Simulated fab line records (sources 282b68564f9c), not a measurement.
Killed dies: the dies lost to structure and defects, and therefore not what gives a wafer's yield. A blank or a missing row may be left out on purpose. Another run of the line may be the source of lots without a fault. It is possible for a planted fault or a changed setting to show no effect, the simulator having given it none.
fab line records | flow rit-cmos
record: lots: 15 | wafers: 45 | last-day: 8
route steps=202 shown NLDD@113 PLDD@120 SDANNEAL@156 CONTACT@175 M1@202
lots untouched by any fault: they come from a run of this same line in which no faults occurred
start-h: the number of hours between the record's first day and the start of the first shown wafer of the lot | wait-h: how many hours have passed since the lot's step before this one | " the same as in the row above | L1.1+2: a single row standing in for several wafers | - either no value or no given start | * or withheld: withheld | < > ~ a bound
route shown NAME@n: names a module that has steps shown in the file, with the first one's number in the route | usual: mean/standard deviation of fault-free wafers | same: alike in all rows | chamber/n: place in a boat | sites: readings site by site | _std_site: standard deviation across them | _edge_site: mean of outer sites minus mean of inner sites | radius-mm: how far each site lies from the wafer's centre | mask NAME#n: copy n | behind: tool/chamber where the wafer was last shaped | hold: what put the lot on hold/how long, in hours/how the hold closed | device: the transistor (n, p or np) that didn't switch | end of line: tests run on the same wafers once the route is complete | a step with no rows: only its recipe | killed: dies lost to structure and defects at the first sort, not the wafer's yield | map: the dies of a wafer, with x for killed, . for not killed, _ for no die there
set.NAME: the run value of the setting; set.NAME@STEP: its run value at that earlier step | model.NAME: the simulator's own value behind a step, which no gauge read
route steps across a sampled set of lots; one table per step, one row per wafer
services: the hour from which a tool's chamber was out of use, counted from the record's first day as start-h (under 0 if before that day), plus the number of hours and why
== steps ==
step: RIT_NLDD_TW_MEAS_10
usual: NLDD_TW: 2488/24
lot.wafer | tool          | chamber | start-h | wait-h | NLDD_TW
L382.2    | film-metro-01 | -       | 60.17   | 0.1    | 2521
L382.4    | "             | -       | "       | "      | 2504
L382.6    | "             | -       | "       | "      | 2523
L384.3    | film-metro-02 | -       | 75.54   | 0.1    | 2458
L384.5    | "             | -       | "       | "      | 2451
L384.6    | "             | -       | "       | "      | 2451
L386.2    | film-metro-02 | -       | 90.51   | 0.1    | 2457
L386.3    | "             | -       | "       | "      | 2459
L386.5    | "             | -       | "       | "      | 2462
L387.3    | film-metro-04 | -       | 99.77   | 0.1    | 2479
L387.5    | "             | -       | "       | "      | 2485
L387.6    | "             | -       | "       | "      | 2470
L388.1    | film-metro-01 | -       | 103.55  | 0.1    | 2530
L388.2    | "             | -       | "       | "      | 2535
L388.3    | "             | -       | "       | "      | 2544
L389.2    | film-metro-02 | -       | 111.69  | 0.1    | 2466
L389.3    | "             | -       | "       | "      | 2447
L389.6    | "             | -       | "       | "      | 2473
L390.3    | film-metro-02 | -       | 121.94  | 0.1    | 2468
L390.4    | "             | -       | "       | "      | 2468
L390.5    | "             | -       | "       | "      | 2455
L391.1    | film-metro-02 | -       | 122.38  | 0.1    | 2487
L391.2    | "             | -       | "       | "      | 2472
L391.6    | "             | -       | "       | "      | 2471
L394.3    | film-metro-02 | -       | 130.46  | 0.1    | 2455
L394.5    | "             | -       | "       | "      | 2474
L394.6    | "             | -       | "       | "      | 2480
L395.2    | film-metro-01 | -       | 139.20  | 0.1    | 2510
L395.4    | "             | -       | "       | "      | 2506
L395.6    | "             | -       | "       | "      | 2534
L397.2    | film-metro-04 | -       | 139.35  | 0.1    | 2492
L397.3    | "             | -       | "       | "      | 2497
L397.6    | "             | -       | "       | "      | 2484
L396.1    | film-metro-04 | -       | 139.84  | 0.1    | 2490
L396.2    | "             | -       | "       | "      | 2497
L396.5    | "             | -       | "       | "      | 2486
L398.2    | film-metro-01 | -       | 152.52  | 0.1    | 2523
L398.4    | "             | -       | "       | "      | 2505
L398.6    | "             | -       | "       | "      | 2515
L400.2    | film-metro-04 | -       | 153.72  | 0.1    | 2487
L400.3    | "             | -       | "       | "      | 2492
L400.4    | "             | -       | "       | "      | 2486
L402.3    | film-metro-01 | -       | 167.16  | 0.1    | 2528
L402.4    | "             | -       | "       | "      | 2519
L402.5    | "             | -       | "       | "      | 2522
step: RIT_PLDD_OVL_MEAS_06
usual: PLDD_OVL: 0.2/1.4
lot.wafer | tool       | chamber | start-h | wait-h | PLDD_OVL[nm]
L382.2    | overlay-02 | -       | 61.20   | -      | -0.2
L382.4    | "          | -       | "       | "      | 1.2
L382.6    | "          | -       | "       | "      | 1.2
L384.3    | overlay-01 | -       | 76.44   | -      | -1.3
L384.5    | "          | -       | "       | "      | -2.0
L384.6    | "          | -       | "       | "      | 0.5
L386.2    | overlay-02 | -       | 91.41   | -      | -0.5
L386.3    | "          | -       | "       | "      | 1.0
L386.5    | "          | -       | "       | "      | -0.4
L387.3    | overlay-01 | -       | 100.80  | -      | 1.4
L387.5    | "          | -       | "       | "      | 1.2
L387.6    | "          | -       | "       | "      | 2.3
L388.1    | overlay-02 | -       | 104.46  | -      | -1.4
L388.2    | "          | -       | "       | "      | 2.3
L388.3    | "          | -       | "       | "      | 2.5
L389.2    | overlay-01 | -       | 112.82  | -      | 1.8
L389.3    | "          | -       | "       | "      | 1.6
L389.6    | "          | -       | "       | "      | 0.7
L390.3    | overlay-01 | -       | 122.85  | -      | 0.6
L390.4    | "          | -       | "       | "      | 2.1
L390.5    | "          | -       | "       | "      | -0.2
L391.1    | overlay-02 | -       | 123.59  | -      | -0.3
L391.2    | "          | -       | "       | "      | -0.1
L391.6    | "          | -       | "       | "      | 0.7
L394.3    | overlay-02 | -       | 131.36  | -      | -0.8
L394.5    | "          | -       | "       | "      | -0.3
L394.6    | "          | -       | "       | "      | 0.5
L395.2    | overlay-02 | -       | 140.67  | -      | 1.2
L395.4    | "          | -       | "       | "      | 1.7
L395.6    | "          | -       | "       | "      | 1.5
L397.2    | overlay-01 | -       | 140.78  | -      | -0.3
L397.3    | "          | -       | "       | "      | 2.6
L397.6    | "          | -       | "       | "      | -0.2
L396.1    | overlay-02 | -       | 141.22  | -      | -1.5
L396.2    | "          | -       | "       | "      | -1.5
L396.5    | "          | -       | "       | "      | -0.7
L398.2    | overlay-02 | -       | 153.55  | -      | -2.3
L398.4    | "          | -       | "       | "      | -2.1
L398.6    | "          | -       | "       | "      | 0.5
L400.2    | overlay-02 | -       | 154.75  | -      | 0.2
L400.3    | "          | -       | "       | "      | 0.1
L400.4    | "          | -       | "       | "      | -1.0
L402.3    | overlay-02 | -       | 168.19  | -      | -0.4
L402.4    | "          | -       | "       | "      | -1.2
L402.5    | "          | -       | "       | "      | -1.0
step: RIT_SDANNEAL_RTA_03
recipe: temp-c: 1050 | time-s: 5 | idle-temp-c: 600 | ramp-up-c-per-s: 342 | ramp-down-c-per-s: 171 | cool-to-c: 600 | ambient: N2
usual: wafer_temp_C_max: 1053.5/1
lot.wafer | tool          | chamber | start-h | wait-h | wafer_temp_C_max
L382.2    | rtp-anneal-02 | 0       | 68.47   | 0.0    | 1052.3
L382.4    | "             | 0       | "       | "      | 1052.4
L382.6    | "             | 0       | "       | "      | 1055.2
L384.3    | rtp-anneal-02 | 0       | 82.86   | 0.0    | 1054.0
L384.5    | "             | 0       | "       | "      | 1053.0
L384.6    | "             | 0       | "       | "      | 1053.0
L386.2    | rtp-anneal-02 | 0       | 98.16   | 0.0    | 1054.8
L386.3    | "             | 0       | "       | "      | 1054.4
L386.5    | "             | 0       | "       | "      | 1053.4
L387.3    | rtp-anneal-01 | 0       | 107.21  | 0.0    | 1054.3
L387.5    | "             | 0       | "       | "      | 1054.9
L387.6    | "             | 0       | "       | "      | 1053.1
L388.1    | rtp-anneal-02 | 0       | 110.86  | 0.0    | 1053.5
L388.2    | "             | 0       | "       | "      | 1053.2
L388.3    | "             | 0       | "       | "      | 1053.3
L389.2    | rtp-anneal-01 | 0       | 119.81  | 0.0    | 1053.7
L389.3    | "             | 0       | "       | "      | 1054.4
L389.6    | "             | 0       | "       | "      | 1055.5
L390.3    | rtp-anneal-02 | 0       | 129.47  | 0.0    | 1052.2
L390.4    | "             | 0       | "       | "      | 1054.2
L390.5    | "             | 0       | "       | "      | 1052.7
L391.1    | rtp-anneal-02 | 0       | 133.65  | 0.0    | 1053.9
L391.2    | "             | 0       | "       | "      | 1052.4
L391.6    | "             | 0       | "       | "      | 1054.9
L394.3    | rtp-anneal-01 | 0       | 140.14  | 0.0    | 1053.1
L394.5    | "             | 0       | "       | "      | 1054.9
L394.6    | "             | 0       | "       | "      | 1054.6
L395.2    | rtp-anneal-01 | 0       | 147.20  | 0.0    | 1052.8
L395.4    | "             | 0       | "       | "      | 1054.5
L395.6    | "             | 0       | "       | "      | 1054.8
L397.2    | rtp-anneal-01 | 0       | 148.59  | 0.0    | 1053.9
L397.3    | "             | 0       | "       | "      | 1053.2
L397.6    | "             | 0       | "       | "      | 1053.4
L396.1    | rtp-anneal-01 | 0       | 148.67  | 0.0    | 1052.4
L396.2    | "             | 0       | "       | "      | 1054.9
L396.5    | "             | 0       | "       | "      | 1055.1
L398.2    | rtp-anneal-02 | 0       | 160.53  | 0.0    | 1053.4
L398.4    | "             | 0       | "       | "      | 1054.7
L398.6    | "             | 0       | "       | "      | 1051.9
L400.2    | rtp-anneal-02 | 0       | 162.01  | 0.0    | 1053.9
L400.3    | "             | 0       | "       | "      | 1052.2
L400.4    | "             | 0       | "       | "      | 1053.3
L402.3    | rtp-anneal-01 | 0       | 175.17  | 0.0    | 1054.5
L402.4    | "             | 0       | "       | "      | 1053.7
L402.5    | "             | 0       | "       | "      | 1052.3
step: RIT_CONTACT_DEVELOP_07
recipe: resist: NOVOLAK | develop-time-s: 120 | dev-temp-c: 23
usual: developer-temp-C: 23.01/0.11
lot.wafer | tool           | chamber | start-h | wait-h | developer-temp-C
L382.2    | litho-track-01 | 0       | 70      | -      | 22.91
L382.4    | "              | 0       | "       | "      | 22.89
L382.6    | "              | 0       | "       | "      | 22.99
L384.3    | litho-track-03 | 0       | 84      | -      | 22.91
L384.5    | "              | 0       | 85      | -      | 23.08
L384.6    | "              | 0       | "       | "      | 23.06
L386.2    | litho-track-02 | 0       | 100     | -      | 23.06
L386.3    | "              | 0       | "       | "      | 23.10
L386.5    | "              | 0       | "       | "      | 23.00
L387.3    | litho-track-02 | 0       | 109     | -      | 22.92
L387.5    | "              | 0       | "       | "      | 22.96
L387.6    | "              | 0       | "       | "      | 22.97
L388.1    | litho-track-01 | 0       | 113     | -      | 22.94
L388.2    | "              | 0       | "       | "      | 22.98
L388.3    | "              | 0       | "       | "      | 23.06
L389.2    | litho-track-03 | 0       | 121     | -      | 23.05
L389.3    | "              | 0       | "       | "      | 23.01
L389.6    | "              | 0       | "       | "      | 23.09
L390.3    | litho-track-02 | 0       | 131     | -      | 23.14
L390.4    | "              | 0       | "       | "      | 23.19
L390.5    | "              | 0       | 132     | -      | 22.83
L391.1    | litho-track-03 | 0       | 136     | -      | 23.08
L391.2    | "              | 0       | "       | "      | 22.83
L391.6    | "              | 0       | "       | "      | 23.06
L394.3    | litho-track-03 | 0       | 142     | -      | 23.18
L394.5    | "              | 0       | "       | "      | 23.00
L394.6    | "              | 0       | "       | "      | 23.12
L395.2    | litho-track-03 | 0       | 149     | -      | 25.38
L395.4    | "              | 0       | "       | "      | 25.33
L395.6    | "              | 0       | "       | "      | 25.49
L397.2    | litho-track-03 | 0       | 150     | -      | 25.47
L397.3    | "              | 0       | "       | "      | 25.50
L397.6    | "              | 0       | 151     | -      | 25.42
L396.1    | litho-track-01 | 0       | 151     | -      | 22.98
L396.2    | "              | 0       | "       | "      | 22.93
L396.5    | "              | 0       | "       | "      | 23.15
L398.2    | litho-track-03 | 0       | 162     | -      | 25.40
L398.4    | "              | 0       | "       | "      | 25.20
L398.6    | "              | 0       | "       | "      | 25.34
L400.2    | litho-track-02 | 0       | 163     | -      | 22.99
L400.3    | "              | 0       | "       | "      | 22.85
L400.4    | "              | 0       | 164     | -      | 23.09
L402.3    | litho-track-01 | 0       | 177     | -      | 22.95
L402.4    | "              | 0       | "       | "      | 22.95
L402.5    | "              | 0       | "       | "      | 22.85
step: RIT_CONTACT_CD_MEAS_08
recipe: target-cd-nm: 1000
usual: cd-nm: 1000.0/2.7
lot.wafer | tool      | chamber | start-h | wait-h | cd-nm
L382.2    | cd-sem-01 | -       | 70.61   | -      | 993.0
L382.4    | "         | -       | "       | "      | 994.1
L382.6    | "         | -       | "       | "      | 997.2
L384.3    | cd-sem-02 | -       | 85.14   | -      | 1002.2
L384.5    | "         | -       | "       | "      | 1000.8
L384.6    | "         | -       | "       | "      | 1001.6
L386.2    | cd-sem-02 | -       | 100.47  | -      | 1002.9
L386.3    | "         | -       | "       | "      | 1003.8
L386.5    | "         | -       | "       | "      | 1003.7
L387.3    | cd-sem-02 | -       | 109.36  | -      | 999.3
L387.5    | "         | -       | "       | "      | 997.8
L387.6    | "         | -       | "       | "      | 1000.9
L388.1    | cd-sem-02 | -       | 113.51  | -      | 1002.5
L388.2    | "         | -       | "       | "      | 1002.4
L388.3    | "         | -       | "       | "      | 1003.6
L389.2    | cd-sem-02 | -       | 122.01  | -      | 999.6
L389.3    | "         | -       | "       | "      | 1001.5
L389.6    | "         | -       | "       | "      | 999.0
L390.3    | cd-sem-02 | -       | 132.13  | -      | 1000.5
L390.4    | "         | -       | "       | "      | 1000.7
L390.5    | "         | -       | "       | "      | 999.6
L391.1    | cd-sem-01 | -       | 136.31  | -      | 1000.3
L391.2    | "         | -       | "       | "      | 1000.2
L391.6    | "         | -       | "       | "      | 1000.6
L394.3    | cd-sem-01 | -       | 142.41  | -      | 994.0
L394.5    | "         | -       | "       | "      | 994.9
L394.6    | "         | -       | "       | "      | 995.4
L395.2    | cd-sem-02 | -       | 149.35  | -      | 984.4
L395.4    | "         | -       | "       | "      | 981.9
L395.6    | "         | -       | "       | "      | 985.0
L397.2    | cd-sem-02 | -       | 151.11  | -      | 986.4
L397.3    | "         | -       | "       | "      | 984.8
L397.6    | "         | -       | "       | "      | 987.4
L396.1    | cd-sem-01 | -       | 151.27  | -      | 998.3
L396.2    | "         | -       | "       | "      | 1001.6
L396.5    | "         | -       | "       | "      | 998.9
L398.2    | cd-sem-02 | -       | 162.85  | -      | 992.9
L398.4    | "         | -       | "       | "      | 990.7
L398.6    | "         | -       | "       | "      | 989.5
L400.2    | cd-sem-02 | -       | 164.17  | -      | 999.7
L400.3    | "         | -       | "       | "      | 1001.2
L400.4    | "         | -       | "       | "      | 999.5
L402.3    | cd-sem-01 | -       | 177.33  | -      | 1002.0
L402.4    | "         | -       | "       | "      | 1003.8
L402.5    | "         | -       | "       | "      | 999.3
step: RIT_M1_PROBE_99
usual: killed_at_M0_to_M3: 0.0/0.14 | killed-at-contacts: 0.1/0.29 | killed-at-front-end: 7/3.1 | killed-dies: 7/3.1 | killed-open: 3.4/1.9 | killed-short: 3.6/2.1
same: gross-dies: 264 | killed_at_M4_up: 0 | killed-at-back-side: 0 | killed-at-other: 0
lot.wafer | tool      | chamber | start-h | wait-h | killed_at_M0_to_M3 | killed-at-contacts | killed-at-front-end | killed-dies | killed-open | killed-short
L382.2    | prober-01 | -       | 75.94   | 0.1    | 0                  | 0                  | 5                   | 5           | 2           | 3
L382.4    | prober-01 | -       | 76.04   | 0.2    | 0                  | 0                  | 9                   | 9           | 3           | 6
L382.6    | prober-01 | -       | 76.14   | 0.2    | 0                  | 0                  | 8                   | 8           | 1           | 7
L384.3    | prober-01 | -       | 90.43   | 0.2    | 0                  | 0                  | 12                  | 12          | 6           | 6
L384.5    | prober-01 | -       | 90.53   | 0.2    | 0                  | 0                  | 6                   | 6           | 2           | 4
L384.6    | prober-01 | -       | 90.58   | 0.2    | 0                  | 0                  | 5                   | 5           | 2           | 3
L386.2    | prober-01 | -       | 105.66  | 0.1    | 0                  | 0                  | 9                   | 9           | 1           | 8
L386.3    | prober-01 | -       | 105.71  | 0.2    | 0                  | 0                  | 13                  | 13          | 7           | 6
L386.5    | prober-01 | -       | 105.81  | 0.2    | 0                  | 0                  | 3                   | 3           | 2           | 1
L387.3    | prober-02 | -       | 115.03  | 0.2    | 0                  | 0                  | 8                   | 8           | 3           | 5
L387.5    | prober-02 | -       | 115.13  | 0.2    | 0                  | 0                  | 6                   | 6           | 5           | 1
L388.1    | prober-01 | -       | 118.79  | 0.1    | 0                  | 0                  | 4                   | 4           | 2           | 2
L388.2    | prober-01 | -       | 118.84  | 0.1    | 0                  | 0                  | 7                   | 7           | 2           | 5
L388.3    | prober-01 | -       | 118.89  | 0.2    | 0                  | 0                  | 9                   | 9           | 4           | 5
L390.3    | prober-01 | -       | 137.77  | 0.2    | 0                  | 0                  | 2                   | 2           | 1           | 1
L390.4    | prober-01 | -       | 137.82  | 0.2    | 0                  | 0                  | 8                   | 8           | 3           | 5
L390.5    | prober-01 | -       | 137.87  | 0.2    | 0                  | 0                  | 8                   | 8           | 4           | 4
L395.2    | prober-02 | -       | 155.07  | 0.1    | 0                  | 0                  | 5                   | 5           | 4           | 1
L395.4    | prober-02 | -       | 155.17  | 0.2    | 0                  | 0                  | 7                   | 7           | 4           | 3
L395.6    | prober-02 | -       | 155.27  | 0.2    | 0                  | 0                  | 5                   | 5           | 3           | 2
L397.2    | prober-01 | -       | 156.95  | 0.1    | 0                  | 0                  | 7                   | 7           | 3           | 4
L397.3    | prober-01 | -       | 157.00  | 0.2    | 0                  | 0                  | 5                   | 5           | 2           | 3
L397.6    | prober-01 | -       | 157.15  | 0.2    | 0                  | 1                  | 8                   | 9           | 6           | 3
L396.1    | prober-02 | -       | 158.40  | 0.1    | 0                  | 0                  | 9                   | 9           | 3           | 5
L396.2    | prober-02 | -       | 158.45  | 0.1    | 0                  | 0                  | 6                   | 6           | 1           | 4
L396.5    | prober-02 | -       | 158.60  | 0.2    | 0                  | 0                  | 11                  | 11          | 6           | 3
L400.2    | prober-02 | -       | 169.79  | 0.1    | 0                  | 1                  | 4                   | 5           | 0           | 5
L400.3    | prober-02 | -       | 169.84  | 0.2    | 0                  | 0                  | 10                  | 10          | 5           | 5
L400.4    | prober-02 | -       | 169.89  | 0.2    | 0                  | 0                  | 9                   | 9           | 3           | 6
killed by level:class
L382.2 SPACER:geometric-particle:open=2 ACTIVE:geometric-particle:short=1 REOX:geometric-particle:short=1 SPACER:geometric-particle:short=1
L382.4 FOX1:geometric-particle:open=3 FOX1:geometric-particle:short=2 FOX2:geometric-particle:short=1 GATE:geometric-particle:short=1 REOX:geometric-particle:short=1 SPACER:geometric-particle:short=1
L382.6 GATE:geometric-particle:short=2 REOX:geometric-particle:short=2 FOX2:geometric-particle:short=1 GATE:geometric-particle:open=1 SPACER:geometric-particle:short=1 SILICIDE:geometric-particle:short=1
L384.3 GATE:geometric-particle:short=3 GATE:geometric-particle:open=2 SILICIDE:geometric-particle:short=2 SILICIDE:geometric-particle:open=2 FOX1:geometric-particle:open=1 FOX1:geometric-particle:short=1 REOX:geometric-particle:open=1
L384.5 REOX:geometric-particle:short=2 FOX1:geometric-particle:short=1 FOX1:geometric-particle:open=1 REOX:geometric-particle:open=1 SILICIDE:geometric-particle:short=1
L384.6 GATE:geometric-particle:short=2 FOX1:geometric-particle:open=1 FOX1:geometric-particle:short=1 SILICIDE:geometric-particle:open=1
L386.2 GATE:geometric-particle:short=7 FOX2:geometric-particle:short=1 GATE:geometric-particle:open=1
L386.3 GATE:geometric-particle:short=3 GATE:geometric-particle:open=3 SILICIDE:geometric-particle:open=2 FOX1:geometric-particle:short=1 REOX:geometric-particle:short=1 REOX:geometric-particle:open=1 SPACER:geometric-particle:open=1 SILICIDE:geometric-particle:short=1
L386.5 GATE:geometric-particle:open=1 REOX:geometric-particle:short=1 SILICIDE:geometric-particle:open=1
L387.3 GATE:geometric-particle:short=2 FOX1:geometric-particle:short=1 FOX2:geometric-particle:open=1 FOX2:geometric-particle:short=1 GATE:geometric-particle:open=1 SILICIDE:geometric-particle:open=1 SILICIDE:geometric-particle:short=1
L387.5 FOX1:geometric-particle:open=3 FOX2:geometric-particle:open=1 GATE:geometric-particle:open=1 REOX:geometric-particle:short=1
L388.1 GATE:geometric-particle:open=1 GATE:geometric-particle:short=1 REOX:geometric-particle:open=1 SILICIDE:geometric-particle:short=1
L388.2 GATE:geometric-particle:short=2 GATE:geometric-particle:open=2 FOX2:geometric-particle:short=1 REOX:geometric-particle:short=1 SPACER:geometric-particle:short=1
L388.3 REOX:geometric-particle:short=3 FOX2:geometric-particle:open=2 FOX1:geometric-particle:short=1 GATE:geometric-particle:open=1 GATE:geometric-particle:short=1 REOX:geometric-particle:open=1
L390.3 GATE:geometric-particle:short=1 GATE:geometric-particle:open=1
L390.4 REOX:geometric-particle:short=2 REOX:geometric-particle:open=2 FOX2:geometric-particle:short=1 GATE:geometric-particle:open=1 GATE:geometric-particle:short=1 SILICIDE:geometric-particle:short=1
L390.5 GATE:geometric-particle:open=3 SPACER:geometric-particle:short=3 GATE:geometric-particle:short=1 REOX:geometric-particle:open=1
L395.2 GATE:geometric-particle:open=2 FOX1:geometric-particle:open=1 SPACER:geometric-particle:open=1 SPACER:geometric-particle:short=1
L395.4 FOX1:geometric-particle:open=3 SPACER:geometric-particle:short=2 GATE:geometric-particle:short=1 SPACER:geometric-particle:open=1
L395.6 GATE:geometric-particle:open=3 SPACER:geometric-particle:short=2
L397.2 FOX2:geometric-particle:open=2 FOX2:geometric-particle:short=1 GATE:geometric-particle:short=1 SPACER:geometric-particle:open=1 SPACER:geometric-particle:short=1 SILICIDE:geometric-particle:short=1
L397.3 FOX2:geometric-particle:short=2 GATE:geometric-particle:short=1 GATE:geometric-particle:open=1 SILICIDE:geometric-particle:open=1
L397.6 GATE:geometric-particle:open=2 FOX1:geometric-particle:short=1 FOX1:geometric-particle:open=1 GATE:geometric-particle:short=1 REOX:geometric-particle:open=1 SPACER:geometric-particle:open=1 SILICIDE:geometric-particle:open=1 CONTACT:geometric-particle:short=1
L396.1 REOX:geometric-particle:short=4 FOX1:geometric-particle:open=2 FOX1:geometric-particle:short=1 SILICIDE:geometric-particle:open=1 PLDD:coat-microbubble-printed=1
L396.2 GATE:geometric-particle:short=4 GATE:geometric-particle:open=1 PLDD:coat-microbubble-printed=1
L396.5 GATE:geometric-particle:open=3 SPACER:geometric-particle:open=2 FOX1:geometric-particle:short=1 GATE:geometric-particle:short=1 REOX:geometric-particle:open=1 SPACER:geometric-particle:short=1 PWELL:coat-microbubble-printed=1 PLDD:coat-microbubble-printed=1
L400.2 GATE:geometric-particle:short=2 FOX2:geometric-particle:short=1 SILICIDE:geometric-particle:short=1 CONTACT:geometric-particle:short=1
L400.3 FOX1:geometric-particle:short=3 GATE:geometric-particle:open=2 GATE:geometric-particle:short=2 FOX1:geometric-particle:open=1 FOX2:geometric-particle:open=1 SILICIDE:geometric-particle:open=1
L400.4 GATE:geometric-particle:short=3 SPACER:geometric-particle:short=2 SILICIDE:geometric-particle:open=2 GATE:geometric-particle:open=1 SILICIDE:geometric-particle:short=1
== services ==
tool           | chamber | start-h | hours | kind
litho-track-03 | -       | 100.37  | -     | consumable-replace:filter
== key ==
first-sign: step: RIT_CONTACT_DEVELOP_07 | reading: developer-temp-C | direction: up | sigmas: 23 | usual: * | struck: *
effect: step: RIT_CONTACT_CD_MEAS_08 | reading: cd-nm | direction: down | sigmas: 4.8 | usual: 1000.0 | struck: 987.0 | through: control-loop
met-at RIT_CONTACT_DEVELOP_07
struck-lots L395,L397,L398
tester-left-out L395,L397,L398
loop-trim: step: RIT_CONTACT_EXPOSE_05 | setting: dose | lots: L398
not-acting-at RIT_NLDD_TW_MEAS_10,RIT_PLDD_OVL_MEAS_06,RIT_SDANNEAL_RTA_03
onset-between 142 149
earlier-fault: kind: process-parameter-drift | tool: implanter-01 | chamber: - | onset-h: 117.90 | steps: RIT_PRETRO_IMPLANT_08 | channel: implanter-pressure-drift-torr | offset: 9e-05 | shape: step | end-h: 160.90
earlier-fault: kind: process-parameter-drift | tool: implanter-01 | chamber: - | onset-h: 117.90 | steps: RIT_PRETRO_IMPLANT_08 | channel: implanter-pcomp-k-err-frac | offset: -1 | shape: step | end-h: 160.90
fault: kind: process-parameter-drift | tool: litho-track-03 | chamber: - | onset-h: 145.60 | steps: RIT_CONTACT_DEVELOP_07 | channel: dev-temp-c | offset: * | shape: step | acts-in: * | stated: *
tester-left-out: of these lots the tester's yield and bins aren't shown, on N5 and GAA mostly nor the transistor test; their killed dies are dies lost to structure and defects alone, not to doping, threshold or leakage, so they don't give the yield
loop-trim: a control loop set the setting to another value than it would have without faults
